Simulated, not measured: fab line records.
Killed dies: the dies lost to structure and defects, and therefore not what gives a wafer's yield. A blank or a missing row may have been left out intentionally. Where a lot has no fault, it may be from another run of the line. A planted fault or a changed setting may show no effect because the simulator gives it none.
8D (eight disciplines) problem report, filled in by code / flow ritCmos / the parts of the form that need people (team, actions taken, sign-off) are left out

## 1. WHAT IS WRONG
Mean ACTIVE_OXIDE_THK at RIT_ACTIVE_THK_MEAS_02: 52.7 nm over 6 wafers in 2 lots; fault-free wafers: 46.9 nm, standard deviation 0.9. That is +6.4 standard deviations from the usual mean.
Seen first at day 5 01:32 on filmMetro-01, wafer L965.1. The record has a number at this step for 42 wafers belonging to 14 lots. By rule, "out" or "out of limits" means more than 4 standard deviations away from the usual mean. Any other wafer with a number is counted as sound.

## 2. WHAT IT IS AND WHAT IT IS NOT
question=which readings at this step | is=ACTIVE_OXIDE_THK | is not=-
question=which lots | is=L965, L967 | is not=L948, L949, L951, L952, L954, L956, L958, L960, L961, L963, L964, L966
question=which wafers of those lots | is=all that have a number | is not=-
question=read on which gauges | is=filmMetro-01, filmMetro-02 | is not=filmMetro-03
question=when | is=from day 5 01:32 | is not=up to then (33 sound wafers); but 3 sound wafers of L966 came after

## 3. WHAT RULES OUT EACH SUSPECT
Counting: a tool at any process step up to the reading remains a suspect when it ran all the lots that are out and ran no sound lot after the first of those.
- the gauge at RIT_ACTIVE_THK_MEAS_02 is ruled out. The wafers that are out were read on 2 gauges (filmMetro-01, filmMetro-02).
- furnace-03 at RIT_ACTIVE_OXIDATION_01 (target thk 46.8 nm, ox time 3360 s): kept. It ran every lot that is out, first L965 (day 4 23:37), and no sound lot after that; its last sound lot up to then is L963 (day 4 13:07).
Left after counting: furnace-03 at RIT_ACTIVE_OXIDATION_01.

## 4. THE CAUSE (what the simulator had put in)
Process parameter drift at RIT_ACTIVE_OXIDATION_01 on furnace-03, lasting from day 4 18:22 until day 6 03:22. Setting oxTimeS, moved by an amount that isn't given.
After counting, this tool was the only one left.

## 5. SEQUENCE OF EFFECTS, ordered by route
Each row: a reading whose mean over the struck wafers that have a number lies more than 3 standard deviations from the usual. Scope: only readings with a usual standard deviation given in the record; hours: median across lots of the time from each lot's start at the first step in this table that gives one to its start at this step; sigmas: change in usual standard deviations.
hours=0; step=RIT_ACTIVE_THK_MEAS_02; reading=ACTIVE_OXIDE_THK; usual=46.9 nm; on struck wafers=52.7; change=+5.8; sigmas=+6.4
Later measuring or inspecting steps at which every struck wafer that the step has a row for has a number for every such reading, and none has moved that far: RIT_M1_RS_MEAS_01, RIT_M1_OVL_MEAS_10.

## 6. HOW IT WOULD HAVE BEEN CAUGHT EARLIER
7 hours passed between the start of the fault at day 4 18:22 and the first reading out of limits at a measuring or inspecting step in this record, taken at day 5 01:32.
Of the lots that are out (2), L967 began RIT_ACTIVE_OXIDATION_01 on furnace-03 after day 5 01:32. Putting the tool on hold at that point would have spared it.
